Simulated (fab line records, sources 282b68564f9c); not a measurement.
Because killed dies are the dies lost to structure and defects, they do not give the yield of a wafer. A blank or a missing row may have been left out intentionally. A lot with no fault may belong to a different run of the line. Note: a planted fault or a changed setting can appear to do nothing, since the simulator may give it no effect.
Comparing a struck lot with a sound one ; flow rit-cmos ; 18 out of 202 route steps
Sound: the wafers L196.1, L196.2, L196.5. Struck: wafers L200.3, L200.4, L200.6. Last of all comes the cause.
For every step that has rows: the tool of each side, followed by ch and its chambers, followed by its first start. Under that, the readings that differ: sound wafers ; struck wafers ; difference of the means ; sigmas: that difference in standard deviations of wafers without a fault.
alike: readings whose means differ by less than 2 such deviations, and words and numbers that are the same on both sides. not compared: withheld readings, readings that some wafer has no value for, bounds like >300 that may hide the same value, and numbers for which the record gives no deviation and whose values overlap.
A row with sigmas, a row that says differs or no value, or rows on one side alone: a step with any of these is where the two part. Non-overlapping numbers with no deviation appear without sigmas and do not part them. A reading that every wafer of one side lacks parts them only if that side has two wafers or more.

first, 2 steps without rows for these wafers: RIT_ACTIVE_CLEAN_17 (cleans in SC2, time 600 s); RIT_FOX1_OXIDATION_00 (target thk 350.7 nm, ox time 1130 s).
RIT_FOX1_THK_MEAS_01:
  sound on film-metro-04, day 3 18:49; struck on film-metro-02, day 4 15:49
  alike: FOX1_OXIDE_THK
then, 2 steps without rows for these wafers: RIT_FOX1_WET_ETCH_02 (etches SiO2 in BOE, target depth 350 nm, time 390 s); RIT_FOX2_OXIDATION_00 (target thk 350.7 nm, ox time 1130 s).
RIT_FOX2_THK_MEAS_01:
  sound on film-metro-01, day 3 20:22; struck on film-metro-04, day 4 17:18
  alike: FOX2_OXIDE_THK
then, 2 steps without rows for these wafers: RIT_FOX2_CLEAN_02 (cleans in dHF, time 180 s); RIT_FOX2_WET_ETCH_03 (etches Si3N4 in H3PO4, target depth 195 nm, time 2700 s).
RIT_FOX2_THK_MEAS_90:
  sound on film-metro-03, day 3 21:14; struck on film-metro-01, day 4 18:11
  alike: FIELD_OXIDE_LEFT_1_THK
then, 3 steps without rows for these wafers: RIT_NWELL_HMDS_00 (prime time 60 s); RIT_NWELL_COAT_01 (resist thk 1300 nm); RIT_NWELL_SOFTBAKE_02 (time 60 s).
RIT_NWELL_EXPOSE_03: exposes mask M2, target cd 43900 nm.
  sound on iline-stepper-01 ch 0, day 3 21:45; struck on iline-stepper-01 ch 0, day 4 18:43
reading;sound;struck;difference;sigmas
model.NWELL.overlay-x-nm (nm);1.031 1.031 1.031;3570 3570 3570;+3569;
  alike: mask
then, 2 steps without rows for these wafers: RIT_NWELL_PEB_04; RIT_NWELL_DEVELOP_05 (develop time 68 s).
RIT_NWELL_OVL_MEAS_06:
  sound on overlay-01, day 3 22:11; struck on overlay-01, day 4 19:07
reading;sound;struck;difference;sigmas
NWELL_OVL (nm);0.4 0.6 1.2;3570.7 3570.7 3571.8;+3570.3;+99 or more
then, 1 step without rows for these wafers: RIT_NWELL_HARDBAKE_07 (time 120 s).
RIT_M1_PROBE_99:
  sound on prober-01, day 5 11:13; struck on prober-01, day 6 07:59
reading;sound;struck;difference;sigmas
killed-at-front-end;12 11 4;264 264 264;+255;+85
killed-dies;12 11 4;264 264 264;+255;+85
killed-on-rim;3 1 2;70 70 70;+68;+52
model.etest.well-edge-left.line-ohm-um;185.2 184.2 183.9;2019 2022 1999;+1829;
model.etest.nmos_0p3.r-on-ohm-um;2150 2132 2106;1869 1831 1895;-264;
model.etest.nmos-turned.drive-ua-um;352.5 356.2 360.3;457.8 456.6 458.5;+101.3;
model.etest.nmos_0p15.drive-ua-um;468.2 475.9 476.9;572.2 575.3 568;+98.2;
model.etest.nmos_0p15.r-on-ohm-um;1119 1110 1090;1030 1008 1036;-82;
model.etest.nmos_0p3.drive-ua-um;224.3 228.1 231.2;296.7 305.4 299.6;+72.7;
model.etest.nmos-narrow.drive-ua-um;223.7 227.6 232.2;267.3 270 267.6;+40.5;
model.etest.well-edge-right.line-ohm-um;182.4 184.8 181.8;156.5 156.6 153.9;-27.3;
  alike: killed-at-contacts, killed-open, killed-short

== WHERE THEY PART ==
Earliest at RIT_NWELL_OVL_MEAS_06; latest, in this record, at RIT_M1_PROBE_99.

WHY: whatever the simulator had introduced
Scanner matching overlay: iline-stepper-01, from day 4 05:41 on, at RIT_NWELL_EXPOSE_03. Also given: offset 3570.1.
